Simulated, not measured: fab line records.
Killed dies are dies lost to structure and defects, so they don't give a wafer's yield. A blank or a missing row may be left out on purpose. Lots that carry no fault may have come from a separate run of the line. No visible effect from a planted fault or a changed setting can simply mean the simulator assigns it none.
The tool behind it: which one?    flow rit-cmos    Sampling: 14 lots, 42 wafers, 5 of 202 route steps

== WHAT THE GAUGES SHOWED, per wafer ==
RIT_CONTACT_THK_MEAS_01.
lot   measured     on             CONTACT_TEOS_THK (nm)
L544  day 3 06:55  film-metro-03  402 409 404
L545  day 3 13:22  film-metro-04  392 401 407
L546  day 3 18:16  film-metro-04  404 404 407
L547  day 4 00:02  film-metro-04  390 398 393
L548  day 4 04:41  film-metro-04  398 396 403
L551  day 4 19:23  film-metro-02  388 393 400
L552  day 4 23:59  film-metro-02  398 400 403
L553  day 5 04:32  film-metro-03  402 406 402
L554  day 5 09:19  film-metro-02  394 397 404
L559  day 6 10:43  film-metro-02  466 469 473
L562  day 7 07:22  film-metro-04  466 465 473
L563  day 7 12:41  film-metro-02  396 401 401
L564  day 7 15:03  film-metro-02  399 404 408
L566  day 8 00:08  film-metro-04  400 399 406

== WHICH TOOL RAN EACH LOT (tool, then ch and the chambers of the sampled wafers, then the start) ==
lot   RIT_NRETRO_STRIP_09                  RIT_NSD_STRIP_09                     RIT_SILICIDE_RTA_06              RIT_CONTACT_CVD_00
L544  plasma-asher-04 ch 0,1, day 2 10:20  plasma-asher-01 ch 0,1, day 3 03:41  rtp-anneal-02 ch 0, day 3 06:48  pecvd-04 ch 0,2, day 3 06:51
L545  plasma-asher-03 ch 0,1, day 2 16:09  plasma-asher-02 ch 0,1, day 3 10:05  rtp-anneal-01 ch 0, day 3 13:14  pecvd-03 ch 1,2, day 3 13:19
L546  plasma-asher-02 ch 0,1, day 2 21:04  plasma-asher-02 ch 1, day 3 15:01    rtp-anneal-02 ch 0, day 3 18:08  pecvd-02 ch 0,1,2, day 3 18:13
L547  plasma-asher-02 ch 0,1, day 3 02:04  plasma-asher-04 ch 0,1, day 3 20:46  rtp-anneal-01 ch 0, day 3 23:55  pecvd-04 ch 0,2, day 3 23:58
L548  plasma-asher-02 ch 0,1, day 3 07:09  plasma-asher-02 ch 0,1, day 4 01:35  rtp-anneal-02 ch 0, day 4 04:34  pecvd-03 ch 0,1, day 4 04:37
L551  plasma-asher-03 ch 0,1, day 3 21:54  plasma-asher-02 ch 0,1, day 4 16:07  rtp-anneal-01 ch 0, day 4 19:16  pecvd-03 ch 0,2, day 4 19:19
L552  plasma-asher-02 ch 0,1, day 4 03:38  plasma-asher-02 ch 0,1, day 4 20:49  rtp-anneal-02 ch 0, day 4 23:52  pecvd-02 ch 1,2, day 4 23:56
L553  plasma-asher-03 ch 0,1, day 4 08:04  plasma-asher-04 ch 0,1, day 5 01:16  rtp-anneal-01 ch 0, day 5 04:25  pecvd-04 ch 0,2, day 5 04:28
L554  plasma-asher-04 ch 0,1, day 4 12:53  plasma-asher-01 ch 0,1, day 5 06:08  rtp-anneal-02 ch 0, day 5 09:11  pecvd-03 ch 0,1, day 5 09:16
L559  plasma-asher-04 ch 0,1, day 5 13:31  plasma-asher-01 ch 0,1, day 6 07:35  rtp-anneal-01 ch 0, day 6 10:36  pecvd-04 ch 0,2, day 6 10:40
L562  plasma-asher-02 ch 0,1, day 6 07:15  plasma-asher-02 ch 0,1, day 7 04:06  rtp-anneal-02 ch 0, day 7 07:16  pecvd-04 ch 0,1,2, day 7 07:19
L563  plasma-asher-04 ch 0,1, day 6 12:33  plasma-asher-02 ch 0,1, day 7 09:23  rtp-anneal-01 ch 0, day 7 12:34  pecvd-03 ch 0,2, day 7 12:37
L564  plasma-asher-04 ch 0,1, day 6 17:21  plasma-asher-02 ch 0,1, day 7 11:55  rtp-anneal-01 ch 0, day 7 14:56  pecvd-02 ch 1,2, day 7 14:59
L566  plasma-asher-03 ch 0,1, day 7 02:47  plasma-asher-02 ch 0,1, day 7 20:59  rtp-anneal-01 ch 0, day 8 00:01  pecvd-03 ch 0,1,2, day 8 00:05
- RIT_NRETRO_STRIP_09: strips in O2, time 180 s.
- RIT_NSD_STRIP_09: strips in O2, time 180 s.
- RIT_SILICIDE_RTA_06: time 10 s, ramp up 5 s, ramp down 10 s.
- RIT_CONTACT_CVD_00: deposits SiO2 from TEOS, target thk 400 nm, time 61 s.

== WHAT THE TOOLS THEMSELVES READ (means of the sampled wafers that have a number; where no wafer has one, the mark that the record gives instead) ==
RIT_NRETRO_STRIP_09.
lot   tool             drypump-motor-current-A (A)
L544  plasma-asher-04  5.32
L545  plasma-asher-03  5.57
L546  plasma-asher-02  5.41
L547  plasma-asher-02  5.46
L548  plasma-asher-02  5.21
L551  plasma-asher-03  5.78
L552  plasma-asher-02  5.21
L553  plasma-asher-03  5.56
L554  plasma-asher-04  5.30
L559  plasma-asher-04  5.32
L562  plasma-asher-02  5.22
L563  plasma-asher-04  5.33
L564  plasma-asher-04  5.34
L566  plasma-asher-03  5.78

RIT_NSD_STRIP_09.
lot   tool             drypump-motor-current-A (A)
L544  plasma-asher-01  5.30
L545  plasma-asher-02  5.41
L546  plasma-asher-02  5.67
L547  plasma-asher-04  5.37
L548  plasma-asher-02  5.40
L551  plasma-asher-02  5.41
L552  plasma-asher-02  5.42
L553  plasma-asher-04  5.33
L554  plasma-asher-01  5.30
L559  plasma-asher-01  5.29
L562  plasma-asher-02  5.20
L563  plasma-asher-02  5.45
L564  plasma-asher-02  5.20
L566  plasma-asher-02  5.22

RIT_SILICIDE_RTA_06.
lot   tool           wafer_temp_C_max
L544  rtp-anneal-02  754.2
L545  rtp-anneal-01  755.8
L546  rtp-anneal-02  753.5
L547  rtp-anneal-01  753.7
L548  rtp-anneal-02  753.3
L551  rtp-anneal-01  755.5
L552  rtp-anneal-02  754.3
L553  rtp-anneal-01  755.2
L554  rtp-anneal-02  753.6
L559  rtp-anneal-01  754.2
L562  rtp-anneal-02  754.1
L563  rtp-anneal-01  755.4
L564  rtp-anneal-01  754.8
L566  rtp-anneal-01  754.6

RIT_CONTACT_CVD_00.
lot   tool      heater-power-w (W)  run-length-s (s)
L544  pecvd-04  360                 88.6
L545  pecvd-03  323                 88.9
L546  pecvd-02  323                 89.5
L547  pecvd-04  355                 89.2
L548  pecvd-03  297                 88.8
L551  pecvd-03  343                 88.6
L552  pecvd-02  315                 89.7
L553  pecvd-04  346                 88.8
L554  pecvd-03  313                 88.4
L559  pecvd-04  371                 99.6
L562  pecvd-04  326                 99.1
L563  pecvd-03  326                 88.6
L564  pecvd-02  302                 89.9
L566  pecvd-03  334                 88.7

== THE ANSWER, worked out from the rows above alone ==
Rule: usual is defined by the lots themselves. Put in order of their means at a reading, lots are off if they are a third of the lots or fewer, leave a main group of 4 or more, and stand apart from it by a gap of 3 or more times the standard deviation of the main group's means; of several such gaps the widest counts. If all means in a main group match to the digits the tables above print for the reading, that group is not used. Also off: a lot with no number at a reading for which 4 or more lots have one. Where the step has rows for the other lots, those lots are counted as sound. Order of review: gauges by route order, followed by the tools' own readings, for which a lot's mean as printed above is used. At the first step where some lot is off, the reading lying furthest off is the one used; lots without a number count as furthest.
Off: at RIT_CONTACT_THK_MEAS_01 (CONTACT_TEOS_THK), L559, L562. Main group: mean 400 nm, sd 3.7.
If a tool, at a process step before that reading, ran all the lots that are off and no sound lot after the first of them, it fits. Not tried: the gauges at RIT_CONTACT_THK_MEAS_01; whatever is off there is also off at RIT_CONTACT_CVD_00, on other tools, and gauge error can't account for it. One fits: RIT_CONTACT_CVD_00 on pecvd-04. Its last sound lot is L553 (day 5 04:28), its first lot that is off L559 (day 6 10:40): a fault that began between those two fits.
The tool's own readings at RIT_CONTACT_CVD_00 bear it out: on the lots that are off they differ by more than 5 times the standard deviation of the sound lots' means. run-length-s reads 99.3 s there against 89.0 s on the sound lots.

== WHAT THE SIMULATOR HAD INSERTED ==
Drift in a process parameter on pecvd-04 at RIT_CONTACT_CVD_00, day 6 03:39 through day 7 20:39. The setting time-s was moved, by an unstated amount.
Lots struck among those shown: L559, L562. This agrees with what the rule above found.
